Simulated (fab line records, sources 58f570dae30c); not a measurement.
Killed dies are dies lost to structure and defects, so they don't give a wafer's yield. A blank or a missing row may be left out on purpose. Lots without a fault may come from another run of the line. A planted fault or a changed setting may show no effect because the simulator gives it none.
Which tool did it? | flow berkeley_cmos170 | 14 lots, 42 wafers sampled, at 6 steps of a route of 331

WHAT THE GAUGES READ, wafer by wafer
UCB170_PSD_TW_MEAS_10. Usual: PSD_TW 2329, standard deviation 17.
lot  | measured     | on            | PSD_TW         | flag
L591 | day 7 18:04  | film_metro-03 | 2320 2327 2321 |
L590 | day 7 18:36  | film_metro-01 | 2343 2351 2353 |
L589 | day 7 18:47  | film_metro-01 | 2343 2337 2333 |
L593 | day 8 10:11  | film_metro-01 | 2343 2343 2341 |
L594 | day 8 10:02  | film_metro-04 | 2352 2340 2335 |
L595 | day 8 18:01  | film_metro-04 | 2339 2340 2349 |
L597 | day 9 08:07  | film_metro-04 | 2332 2334 2323 |
L599 | day 9 08:14  | film_metro-04 | 2323 2324 2350 |
L596 | day 9 08:29  | film_metro-01 | 2334 2340 2340 |
L601 | day 10 09:16 | film_metro-03 | 2331 2321 2327 |
L602 | day 10 09:24 | film_metro-01 | 2339 2340 2348 |
L603 | day 10 18:40 | film_metro-04 | 2293 2313 2292 |
L606 | day 11 16:14 | film_metro-04 | 2313 2304 2309 |
L610 | day 12 10:53 | film_metro-01 | 2328 2336 2332 |

UCB170_M1_RS_MEAS_01: measures by four-point-probe. Usual: M1_AL_RS 0.0486 ohm/sq, standard deviation 0.00063.
lot  | measured     | on            | M1_AL_RS (ohm/sq)    | flag
L591 | day 8 04:28  | film_metro-01 | 0.0476 0.0485 0.0474 |
L590 | day 8 04:46  | film_metro-03 | 0.0482 0.0478 0.0474 |
L589 | day 8 05:45  | film_metro-04 | 0.0492 0.0491 0.0493 |
L593 | day 8 22:47  | film_metro-04 | 0.0479 0.0480 0.0480 |
L594 | day 8 22:47  | film_metro-03 | 0.0483 0.0478 0.0479 |
L595 | day 9 04:03  | film_metro-03 | 0.0485 0.0484 0.0487 |
L597 | day 9 20:23  | film_metro-03 | 0.0498 0.0496 0.0501 |
L599 | day 9 19:54  | film_metro-04 | 0.0480 0.0484 0.0481 |
L596 | day 9 18:26  | film_metro-03 | 0.0482 0.0487 0.0483 |
L601 | day 10 18:46 | film_metro-04 | 0.0486 0.0487 0.0484 |
L602 | day 10 18:01 | film_metro-04 | 0.0480 0.0488 0.0484 |
L603 | day 11 05:39 | film_metro-04 | 0.0493 0.0492 0.0489 |
L606 | day 12 03:10 | film_metro-04 | 0.0654 0.0660 0.0649 | OFF
L610 | day 12 21:28 | film_metro-03 | 0.0648 0.0643 0.0639 | OFF

UCB170_M1_THK_MEAS_02: measures by xrf. Usual: M1_AL_THK 585 nm, standard deviation 7.7.
lot  | measured     | on            | M1_AL_THK (nm) | flag
L591 | day 8 04:35  | film_metro-01 | 601 589 599    |
L590 | day 8 04:52  | film_metro-03 | 588 590 594    |
L589 | day 8 05:52  | film_metro-04 | 581 579 579    |
L593 | day 8 22:53  | film_metro-04 | 594 596 601    |
L594 | day 8 22:53  | film_metro-03 | 584 591 590    |
L595 | day 9 04:10  | film_metro-03 | 583 583 576    |
L597 | day 9 20:30  | film_metro-03 | 569 571 562    |
L599 | day 9 20:01  | film_metro-04 | 599 587 598    |
L596 | day 9 18:33  | film_metro-03 | 583 578 582    |
L601 | day 10 18:52 | film_metro-04 | 585 583 587    |
L602 | day 10 18:06 | film_metro-04 | 593 583 587    |
L603 | day 11 05:46 | film_metro-04 | 578 581 586    |
L606 | day 12 03:16 | film_metro-04 | 436 436 443    | OFF
L610 | day 12 21:35 | film_metro-03 | 440 444 445    | OFF

UCB170_M1_OVL_MEAS_10. Usual: M1_OVL 2 nm, standard deviation 6.3.
lot  | measured     | on         | M1_OVL (nm) | flag
L591 | day 8 06:10  | overlay-02 | -4 -4 5     |
L590 | day 8 06:26  | overlay-01 | 1 2 2       |
L589 | day 8 07:07  | overlay-01 | 2 -1 -2     |
L593 | day 9 00:10  | overlay-01 | 5 4 -1      |
L594 | day 8 23:53  | overlay-01 | 2 -1 7      |
L595 | day 9 05:19  | overlay-02 | -9 -6 -3    |
L597 | day 9 21:39  | overlay-02 | -5 -8 -4    |
L599 | day 9 21:23  | overlay-02 | -3 -7 1     |
L596 | day 9 19:48  | overlay-02 | 0 0 1       |
L601 | day 10 20:04 | overlay-02 | 4 10 -2     |
L602 | day 10 19:14 | overlay-02 | 10 3 6      |
L603 | day 11 07:46 | overlay-02 | -8 -12 0    |
L606 | day 12 05:01 | overlay-01 | 0 0 5       |
L610 | day 12 23:04 | overlay-02 | 4 7 8       |

WHICH TOOL RAN EACH LOT (tool, then ch and the chambers of the sampled wafers, then the start)
lot  | UCB170_SPACER_ETCHBACK_03          | UCB170_M1_SPUTTER_00
L591 | rie_diel-02 ch 1,2,3, day 7 16:23  | pvd_sputter-04, day 8 04:24
L590 | rie_diel-03 ch 0,3, day 7 16:24    | pvd_sputter-02, day 8 04:41
L589 | rie_diel-04 ch 0,1,2, day 7 16:26  | pvd_sputter-03, day 8 05:41
L593 | rie_diel-02 ch 0,1,3, day 8 08:22  | pvd_sputter-04, day 8 22:41
L594 | rie_diel-04 ch 2,3, day 8 08:22    | pvd_sputter-02, day 8 22:41
L595 | rie_diel-04 ch 0,2, day 8 16:42    | pvd_sputter-03, day 9 03:59
L597 | rie_diel-03 ch 1,2, day 9 06:25    | pvd_sputter-03, day 9 20:19
L599 | rie_diel-04 ch 0,1, day 9 06:25    | pvd_sputter-02, day 9 19:50
L596 | rie_diel-04 ch 0,2,3, day 9 06:29  | pvd_sputter-04, day 9 18:22
L601 | rie_diel-04 ch 1,3, day 10 07:03   | pvd_sputter-03, day 10 18:39
L602 | rie_diel-03 ch 0,2,3, day 10 07:03 | pvd_sputter-02, day 10 17:53
L603 | rie_diel-03 ch 0,1, day 10 17:20   | pvd_sputter-03, day 11 05:35
L606 | rie_diel-02 ch 0,2,3, day 11 14:16 | pvd_sputter-02, day 12 03:05
L610 | rie_diel-04 ch 0,3, day 12 08:23   | pvd_sputter-02, day 12 21:23
- UCB170_SPACER_ETCHBACK_03: etches SiO2 in CHF3/CF4/Ar, stops on Si, target depth 376 nm, time 100 s.
- UCB170_M1_SPUTTER_00: material Al, target thk 600 nm, time 80 s.

WHAT THE TOOLS THEMSELVES READ (means of the sampled wafers that have a number; where no wafer has one, the mark that the record gives instead)
UCB170_SPACER_ETCHBACK_03. Usual: drypump_motor_current_A 5.8 A, standard deviation 0.45; oes_product_au 0.901 a.u., standard deviation 0.015; throttle_valve_pct 6.46 %, standard deviation 0.11.
lot  | tool        | drypump_motor_current_A (A) | oes_product_au (a.u.) | throttle_valve_pct (%) | flag
L591 | rie_diel-02 | 5.6                         | 0.896                 | 6.49                   |
L590 | rie_diel-03 | 5.4                         | 0.893                 | 6.61                   |
L589 | rie_diel-04 | 6.1                         | 0.897                 | 6.45                   |
L593 | rie_diel-02 | 5.5                         | 0.905                 | 6.48                   |
L594 | rie_diel-04 | 5.8                         | 0.887                 | 6.53                   |
L595 | rie_diel-04 | 5.9                         | 0.907                 | 6.48                   |
L597 | rie_diel-03 | 5.8                         | 0.907                 | 6.24                   |
L599 | rie_diel-04 | 6.3                         | 0.905                 | 6.42                   |
L596 | rie_diel-04 | 5.8                         | 0.909                 | 6.50                   |
L601 | rie_diel-04 | 6.0                         | 0.894                 | 6.53                   |
L602 | rie_diel-03 | 5.7                         | 0.915                 | 6.47                   |
L603 | rie_diel-03 | 5.7                         | 0.911                 | 6.40                   |
L606 | rie_diel-02 | 5.6                         | 0.896                 | 6.50                   |
L610 | rie_diel-04 | 5.8                         | 0.900                 | 6.51                   |

UCB170_M1_SPUTTER_00. Usual: throttle_valve_pct 30.0 %, standard deviation 0.94.
lot  | tool           | throttle_valve_pct (%) | flag
L591 | pvd_sputter-04 | 29.6                   |
L590 | pvd_sputter-02 | 30.4                   |
L589 | pvd_sputter-03 | 29.3                   |
L593 | pvd_sputter-04 | 30.1                   |
L594 | pvd_sputter-02 | 29.9                   |
L595 | pvd_sputter-03 | 29.5                   |
L597 | pvd_sputter-03 | 29.8                   |
L599 | pvd_sputter-02 | 31.0                   |
L596 | pvd_sputter-04 | 29.4                   |
L601 | pvd_sputter-03 | 29.9                   |
L602 | pvd_sputter-02 | 30.6                   |
L603 | pvd_sputter-03 | 29.5                   |
L606 | pvd_sputter-02 | 31.5                   |
L610 | pvd_sputter-02 | 30.8                   |

THE ANSWER, worked out from the rows above alone
Rule: a lot is off if the mean of its wafers that have a number lies more than 3 standard deviations from the usual mean. A lot without any number at a reading at which 4 lots or more have one is off too. The other lots that the step has rows for count as sound. The gauges are gone through in route order, then the tools' own readings, and for those a lot's mean is taken as printed above. The first step at which some lot is off is used, and at that step the reading that is off furthest; a lot without a number counts as furthest.
Off: L606, L610, at UCB170_M1_RS_MEAS_01 (M1_AL_RS).
A tool fits if, at a process step before that reading, it ran every lot that is off, and no sound lot after the first of them. The gauges at UCB170_M1_RS_MEAS_01 are tried like those tools. One fits: pvd_sputter-02 at UCB170_M1_SPUTTER_00. Its last sound lot is L602 (day 10 17:53), its first lot that is off L606 (day 12 03:05): a fault that began between those two fits.

WHAT THE SIMULATOR HAD PUT IN
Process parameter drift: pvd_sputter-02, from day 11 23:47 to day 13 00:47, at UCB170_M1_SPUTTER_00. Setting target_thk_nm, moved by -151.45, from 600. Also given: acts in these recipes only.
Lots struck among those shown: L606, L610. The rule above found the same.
